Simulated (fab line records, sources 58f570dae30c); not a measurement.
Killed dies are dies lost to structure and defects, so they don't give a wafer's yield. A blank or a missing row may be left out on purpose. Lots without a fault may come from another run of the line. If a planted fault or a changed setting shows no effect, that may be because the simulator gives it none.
2 desks, one fault + flow berkeley cmos170 + every desk sees just its own numbers, and what lay behind them comes last

## FOR THE TOOL OWNER'S DESK: implanter-04
For each lot that ran on this tool, the mean over its sampled wafers that have a number, from the tool's own readings at UCB170_PLDD_IMPLANT_08. If a lot's mean is further than 4 standard deviations from the usual mean, the lot is out of limits and carries the mark OUT (the distance appears in the brackets).
Columns: A = beam on s at UCB170_PLDD_IMPLANT_08, usual 10.03 s; B = dose ions cm2 at UCB170_PLDD_IMPLANT_08, usual 5e+13; C = end station pressure torr at UCB170_PLDD_IMPLANT_08, usual 5.14e-06 Torr; D = faraday current uA at UCB170_PLDD_IMPLANT_08, usual 158
| lot  | first seen here | A               | B                       | C        | D              |
|------|-----------------|-----------------|-------------------------|----------|----------------|
| L965 | day 6 14:13     | 10.07           | 5e+13                   | 5.22e-06 | 157            |
| L968 | day 7 06:45     | 9.87            | 5e+13                   | 5.46e-06 | 161            |
| L971 | day 7 11:35     | 10.12           | 5e+13                   | 5.21e-06 | 156            |
| L972 | day 8 09:23     | 10.18           | 5e+13                   | 5.11e-06 | 156            |
| L982 | day 9 21:32     | 13.47 (+17) OUT | 8e+13 (+99 or more) OUT | 5.22e-06 | 180 (+7.1) OUT |
| L985 | day 10 12:55    | 13.24 (+16) OUT | 8e+13 (+99 or more) OUT | 5.26e-06 | 184 (+8.4) OUT |
This desk finds L982, L985 out of limits, L982 being first, at day 9 21:32 (beam on s at UCB170_PLDD_IMPLANT_08). L965, L968, L971, L972 stayed within limits.

## METROLOGY DESK
What the gauges read, lot by lot, whatever tool the lot ran on: means of the sampled wafers that have a number. If a lot's mean is further than 4 standard deviations from the usual mean, the lot is out of limits and carries the mark OUT (the distance appears in the brackets).
Columns: A = cd nm at UCB170_ACTIVE_CD_MEAS_90, usual 1199.7 nm; B = NVT_OVL at UCB170_NVT_OVL_MEAS_06, usual 0 nm; C = PLDD_TW at UCB170_PLDD_TW_MEAS_11, usual 1009; D = PLDD_RS at UCB170_SDANNEAL_RS_MEAS_04, usual 1032.2 ohm/sq
| lot  | first seen here | A      | B  | C              | D               |
|------|-----------------|--------|----|----------------|-----------------|
| L964 | day 4 09:21     | 1202.3 | -0 | 999            | 1031.1          |
| L965 | day 4 15:24     | 1199.3 | 8  | 1003           | 1032.1          |
| L968 | day 5 01:47     | 1198.6 | -1 | 1014           | 1033.5          |
| L967 | day 5 02:05     | 1199.7 | 2  | 1017           | 1033.5          |
| L971 | day 5 16:32     | 1201.4 | 1  | 1009           | 1033.2          |
| L969 | day 5 17:02     | 1198.7 | -2 | 1005           | 1033.9          |
| L972 | day 6 10:58     | 1199.9 | 2  | 1003           | 1030.7          |
| L974 | day 6 15:14     | 1198.4 | 2  | 1020           | 1027.9          |
| L973 | day 6 15:22     | 1198.3 | 6  | 1004           | 1030.9          |
| L976 | day 6 21:02     | 1200.8 | -2 | 1022           | 1032.9          |
| L977 | day 7 03:52     | 1197.1 | -1 | 1002           | 1032.5          |
| L982 | day 8 00:42     | 1199.1 | -1 | 1086 (+12) OUT | 858.0 (-83) OUT |
| L985 | day 8 15:58     | 1200.6 | -3 | 1077 (+10) OUT | 858.8 (-83) OUT |
| L987 | day 8 16:14     | 1200.2 | -5 | 1014           | 1032.2          |
Per this desk, out of limits: L982, L985; the first was L982, day 9 21:55 (PLDD_TW at UCB170_PLDD_TW_MEAS_11). L964, L965, L968, L967, L971, L969, L972, L974, L973, L976, L977, L987 stayed within limits.

## TAKEN TOGETHER
At day 9 21:32, on L982, L985, the tool owner's desk was in a position to raise an alarm.
The metrology desk could have raised an alarm at day 9 21:55, on L982, L985.
All the named lots went through UCB170_PLDD_IMPLANT_08 on implanter-04.

## WHAT HAD BEEN PUT IN BY THE SIMULATOR
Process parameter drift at UCB170_PLDD_IMPLANT_08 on implanter-04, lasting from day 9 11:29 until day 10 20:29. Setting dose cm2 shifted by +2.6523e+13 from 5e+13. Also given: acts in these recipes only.
Shown lots that were struck: L982, L985.
Counting hours from when the fault started, the first reading out of limits came at 10 for the tool owner's desk and at 10 for the metrology desk.
